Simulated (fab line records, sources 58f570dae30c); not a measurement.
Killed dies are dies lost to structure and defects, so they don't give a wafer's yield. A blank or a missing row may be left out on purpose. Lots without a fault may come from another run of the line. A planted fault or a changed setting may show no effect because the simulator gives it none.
A struck lot beside a sound one | flow berkeley_cmos170 | 15 steps out of a route of 331
Sound: wafers L694.1, L694.5, L694.6. Struck: wafers L703.1, L703.3, L703.4. The cause comes at the end.
At each step with rows: each side's tool, then ch and its chambers, then its first start. Under that, the readings that differ: sound wafers | struck wafers | difference of the means | sigmas: that difference in standard deviations of wafers without a fault.
alike: readings whose means differ by less than 2 such deviations, and words and numbers that are the same on both sides. not compared: withheld readings, readings that some wafer has no value for, bounds like >300 that may hide the same value, and numbers for which the record gives no deviation and whose values overlap.
The two part at a step that has a row with sigmas, a row that says differs or no value, or rows on one side only. Numbers that don't overlap but have no deviation are shown without sigmas and don't part them. A reading that every wafer of one side lacks parts them only if that side has two wafers or more.

UCB170_V2_CMP_02: polishes SiO2.
  sound on cmp-01 ch 0,2,3, day 8 15:07; struck on cmp-01 ch 1,2,3, day 10 05:46
  alike: motor_current_A
UCB170_V2_BOW_MEAS_03:
  sound on film_metro-03, day 8 15:19; struck on film_metro-03, day 10 06:04
  alike: V2_BOW
UCB170_V2_THK_MEAS_04:
  sound on film_metro-03, day 8 15:26; struck on film_metro-03, day 10 06:11
  alike: V2_POLISHED_THK
then, 7 steps without rows for these wafers: UCB170_V2_CLEAN_05 (cleans in DIW); UCB170_V2_HMDS_06 (prime time 60 s); UCB170_V2_COAT_07 (resist thk 900 nm); UCB170_V2_SOFTBAKE_08 (time 60 s); UCB170_V2_EXPOSE_09 (exposes mask VIA2, target cd 700 nm); UCB170_V2_PEB_10; UCB170_V2_DEVELOP_11 (develop time 45 s).
UCB170_V2_CD_MEAS_12: target cd 700 nm.
  sound on cd_sem-01, day 8 16:43; struck on cd_sem-02, day 10 07:34
  reading    | sound             | struck            | difference | sigmas
  cd_nm (nm) | 695.8 698.3 697.3 | 702.3 700.0 701.4 | +4.1       | +3
UCB170_V2_OVL_MEAS_13:
  sound on overlay-02, day 8 16:50; struck on overlay-02, day 10 07:41
  alike: V2_OVL
UCB170_V2_ETCH_14: etches SiO2 in CHF3/CF4/Ar, stops on Al, target depth 1250 nm, time 291 s.
  sound on rie_diel-03 ch 0,1,3, day 8 16:52; struck on rie_diel-04 ch 1,2,3, day 10 07:43
  no value came back on the struck wafers for any of 6 readings (CHF3_flow_sccm (sccm), cf4_flow_sccm (sccm) and others); on the sound wafers CHF3_flow_sccm (sccm) reads 44.77 44.89 45.17
  reading                             | sound             | struck            | difference | sigmas
  model.KrF_of_V2_COAT_07.thk_nm (nm) | 618.3 607.6 613.5 | 885.6 888.1 885.9 | +273.4     |
  not compared: rf_hours_counter_h
UCB170_V2_STRIP_15: strips in O2.
  sound on plasma_asher-04 ch 0,1, day 8 17:03; struck on plasma_asher-04 ch 0,1, day 10 07:53
  reading                      | sound             | struck            | difference | sigmas
  oes_product_au (a.u.)        | 0.725 0.717 0.726 | 0.734 0.734 0.735 | +0.012     | +3
  strip_time_to_endpoint_s (s) | 15.50 15.27 15.39 | 21.64 21.69 21.63 | +6.27      | +48
  alike: drypump_motor_current_A
  not compared: rf_hours_counter_h
UCB170_V2_CD_MEAS_90: target cd 700 nm.
  sound on cd_sem-01, day 8 17:09; struck on cd_sem-01, day 10 07:59
  reading    | sound             | struck | difference                    | sigmas
  cd_nm (nm) | 696.3 699.9 697.2 | - - -  | no value on the struck wafers |

WHERE THEY PART
First at UCB170_V2_CD_MEAS_12; last, within this record, at UCB170_V2_CD_MEAS_90.

WHY: what the simulator had put in
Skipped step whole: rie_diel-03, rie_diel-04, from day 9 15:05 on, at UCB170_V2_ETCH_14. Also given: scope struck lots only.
